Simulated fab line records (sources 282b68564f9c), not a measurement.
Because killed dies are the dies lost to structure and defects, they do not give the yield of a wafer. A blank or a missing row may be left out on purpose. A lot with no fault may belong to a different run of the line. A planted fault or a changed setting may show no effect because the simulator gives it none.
Split-lot trial	flow ritCmos	route with 202 steps; 5 lots, 23 wafers read

## SPLIT DETAILS
At RIT_GATE_CVD_08 (deposits poly-Si from SiH4, target thk 250 nm, time 2220 s), the setting tempC was moved away from the recipe's 610 C on 20 of the 23 wafers read, by -2.5% to +1.5%. The other wafers ran this setting at the recipe's value.

## THE PATH FROM SPLIT TO READING: the file shows 1 step between them
- RIT_GATE_THK_MEAS_09

## THE READING
oesProductAu, in a.u., at RIT_GATE_ETCH_19 (etches poly-Si in SF6/CHF3/O2, stops on SiO2, time 165 s, target depth 312.5 nm). A value of 0.853 a.u. with a standard deviation of 0.0096 a.u. is what fault-free wafers of this fab line usually give.

wafer	tool, chamber at the split	tempC as run, C	against the recipe	oesProductAu, a.u.	against lot-mates on the recipe
L075.2	-, -	597.3	-2.1%	0.708	no lot-mate on the recipe
L075.3	-, -	597.3	-2.1%	0.700	no lot-mate on the recipe
L075.4	-, -	597.3	-2.1%	0.695	no lot-mate on the recipe
L075.5	-, -	597.3	-2.1%	0.693	no lot-mate on the recipe
L075.6	-, -	597.3	-2.1%	0.698	no lot-mate on the recipe
L076.1	-, -	616.4	+1.0%	0.957	no lot-mate on the recipe
L076.2	-, -	616.4	+1.0%	0.952	no lot-mate on the recipe
L076.3	-, -	616.4	+1.0%	0.927	no lot-mate on the recipe
L076.4	-, -	616.4	+1.0%	0.948	no lot-mate on the recipe
L076.5	-, -	616.4	+1.0%	0.940	no lot-mate on the recipe
L078.1	-, -	594.6	-2.5%	0.659	no lot-mate on the recipe
L078.2	-, -	594.6	-2.5%	0.665	no lot-mate on the recipe
L078.4	-, -	594.6	-2.5%	0.680	no lot-mate on the recipe
L078.5	-, -	594.6	-2.5%	0.671	no lot-mate on the recipe
L078.6	-, -	594.6	-2.5%	0.663	no lot-mate on the recipe
L083.2	lpcvd-01, 0	610	recipe	0.857	-
L083.4	lpcvd-01, 0	610	recipe	0.849	-
L083.6	lpcvd-01, 0	610	recipe	0.852	-
L084.1	-, -	619	+1.5%	0.983	no lot-mate on the recipe
L084.2	-, -	619	+1.5%	0.998	no lot-mate on the recipe
L084.3	-, -	619	+1.5%	0.977	no lot-mate on the recipe
L084.4	-, -	619	+1.5%	0.989	no lot-mate on the recipe
L084.5	-, -	619	+1.5%	0.994	no lot-mate on the recipe

FIT RESULTS
A straight line over all 23 wafers: oesProductAu changes by +0.0793 a.u. for each +1% of tempC; r = +1.00; the points scatter about the line by 0.0098 a.u.
Too few moved wafers with a lot-mate on the recipe to fit a line net of each lot's own level.

## THE WHOLE CHAIN: every reading that the file lists as answering this split, in the file's order
step	what it does	reading	change (the file's fit)	r (the file's)
RIT_GATE_CVD_08	deposits poly-Si from SiH4, target thk 250 nm, time 2220 s	poly-Si_of_GATE_CVD_08.thkNm (the simulator's own value, which no gauge read)	+32.9 nm for each +1% of the setting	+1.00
RIT_GATE_THK_MEAS_09		GATE_POLY_THK	+32.9 for each +1% of the setting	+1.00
RIT_GATE_ETCH_19	etches poly-Si in SF6/CHF3/O2, stops on SiO2, time 165 s, target depth 312.5 nm	oesProductAu	+0.0793 a.u. for each +1% of the setting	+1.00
RIT_GATE_ETCH_19	etches poly-Si in SF6/CHF3/O2, stops on SiO2, time 165 s, target depth 312.5 nm	GATE.featureDepthNm (the simulator's own value, which no gauge read)	+32.9 nm for each +1% of the setting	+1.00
RIT_GATE_ETCH_19	etches poly-Si in SF6/CHF3/O2, stops on SiO2, time 165 s, target depth 312.5 nm	etch.depthNm (the simulator's own value, which no gauge read)	+32.7 nm for each +1% of the setting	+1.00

## THE FILE'S OWN FIT
oesProductAu changes by +0.0793 a.u. for each +1% of tempC, r = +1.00.
